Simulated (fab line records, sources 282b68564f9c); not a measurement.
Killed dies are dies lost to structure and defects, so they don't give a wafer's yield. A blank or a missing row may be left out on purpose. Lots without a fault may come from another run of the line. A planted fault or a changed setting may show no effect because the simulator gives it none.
Problem report in the 8D (eight disciplines) form, filled by code | flow rit_cmos | the parts of the form that need people (team, actions taken, sign-off) are left out

1. THE PROBLEM
M1_AL_RS at RIT_M1_RS_MEAS_01 reads a mean of 0.0401 ohm/sq on 1 wafer of 1 lot; wafers without a fault read 0.0735 ohm/sq with a standard deviation of 0.00083. That is -40 standard deviations from the usual mean.
The step: measures by four-point-probe.
First seen on wafer L133.2, day 4 18:11, on film_metro-03. The record holds 15 wafers of 5 lots with a number at this step. Rule for "out", or "out of limits": more than 4 standard deviations from the usual mean. The other wafers with a number count as sound.

2. WHAT IT IS AND WHAT IT IS NOT
question                    | is               | is not
which readings at this step | M1_AL_RS         | -
which lots                  | L133             | L131, L132, L144, L149
which wafers of those lots  | L133.2           | L133.3, L133.5
read on which gauges        | film_metro-03    | film_metro-01, film_metro-02
when                        | from day 4 18:11 | up to then (8 sound wafers); but 6 sound wafers of L144, L149 came after

3. SUSPECTS, AND WHAT RULES EACH OUT
Counting: a tool at a process step up to the reading stays a suspect if it ran every lot that is out. Sound lots after the first of them don't rule it out here, since some wafers of a struck lot are sound.
- the gauge at RIT_M1_RS_MEAS_01: ruled out. All the wafers that are out were read on film_metro-03, but those of them that RIT_M1_METAL_ETCH_12 has rows for are out there too, on other tools.
- rie_diel-04 at RIT_CONTACT_ETCH_11 (etches SiO2 in CHF3/CF4/Ar, stops on TiSi2, target depth 480 nm, time 320 s): kept. It ran the lot that is out, L133 (day 4 17:02); its last sound lot up to then is L131 (day 4 11:08).
- plasma_asher-03 at RIT_CONTACT_STRIP_12 (strips in O2, time 180 s): kept. It ran the lot that is out, L133 (day 4 17:14); its last sound lot up to then is L131 (day 4 11:19).
- pvd_sputter-03 at RIT_M1_SPUTTER_00 (material Al, target thk 400 nm, time 500 s): kept. It ran the lot that is out, L133 (day 4 17:52); its last sound lot up to then is L131 (day 4 11:58).
Left after counting: rie_diel-04 at RIT_CONTACT_ETCH_11, plasma_asher-03 at RIT_CONTACT_STRIP_12, pvd_sputter-03 at RIT_M1_SPUTTER_00.

4. THE CAUSE (what the simulator had put in)
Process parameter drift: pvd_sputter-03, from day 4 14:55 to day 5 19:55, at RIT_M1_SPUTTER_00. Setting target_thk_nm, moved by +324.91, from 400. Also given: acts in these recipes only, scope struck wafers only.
Counting left 3 suspects, and this tool is among them.

5. THE CHAIN OF EFFECTS, in route order
Each row: a reading whose mean over the struck wafers that have a number lies more than 3 standard deviations from the usual. Only readings for which the record gives a usual standard deviation are gone through. hours: the time from each lot's start at the first step in this table that gives one to its start at this step, as a median over the lots. sigmas: the change in usual standard deviations.
hours | step                 | reading              | usual         | on struck wafers | change  | sigmas
0     | RIT_M1_RS_MEAS_01    | M1_AL_RS             | 0.0735 ohm/sq | 0.0401           | -0.0334 | -40
5     | RIT_M1_THK_MEAS_02   | M1_AL_THK            | 393 nm        | 715              | +322    | +63
9     | RIT_M1_METAL_ETCH_12 | oes_product_au       | 0.772 a.u.    | 1.011            | +0.239  | +16
16    | RIT_M1_PROBE_99      | defect_limited_yield | 97.1 %        | 0.0              | -97.1   | -88
16    | RIT_M1_PROBE_99      | killed_at_M0_to_M3   | 0.0           | 257.0            | +257.0  | +99 or more
16    | RIT_M1_PROBE_99      | killed_dies          | 8             | 264              | +256    | +85
16    | RIT_M1_PROBE_99      | killed_on_rim        | 2.0           | 70.0             | +68.0   | +45
16    | RIT_M1_PROBE_99      | sort_bin_5_function  | 1.6 %         | 98.9             | +97.3   | +99 or more
16    | RIT_M1_PROBE_99      | sort_n_pass          | 256           | 0                | -256    | -85
16    | RIT_M1_PROBE_99      | sort_yield_pct       | 97.1 %        | 0.0              | -97.1   | -88
The process steps in it:
- RIT_M1_METAL_ETCH_12: etches Al in Cl2/BCl3, stops on SiO2, time 165 s, target depth 600 nm.
- RIT_M1_PROBE_99
Later measuring or inspecting steps at which every struck wafer that the step has a row for has a number for every such reading, and none has moved that far: RIT_M1_CD_MEAS_09, RIT_M1_OVL_MEAS_10.

6. WHAT WOULD HAVE CAUGHT IT SOONER
In this record the first reading out of limits at a measuring or inspecting step was taken at day 4 18:11, 3 hours after the fault began at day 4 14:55.
Of the tool readings at RIT_M1_SPUTTER_00 for which the record gives a usual standard deviation, none was out on any struck wafer, so an alarm limit of 4 standard deviations on them would not have fired.
All the lots that are out (1) had begun RIT_M1_SPUTTER_00 on pvd_sputter-03 by day 4 18:11. A hold on the tool at that time would have spared none of them.
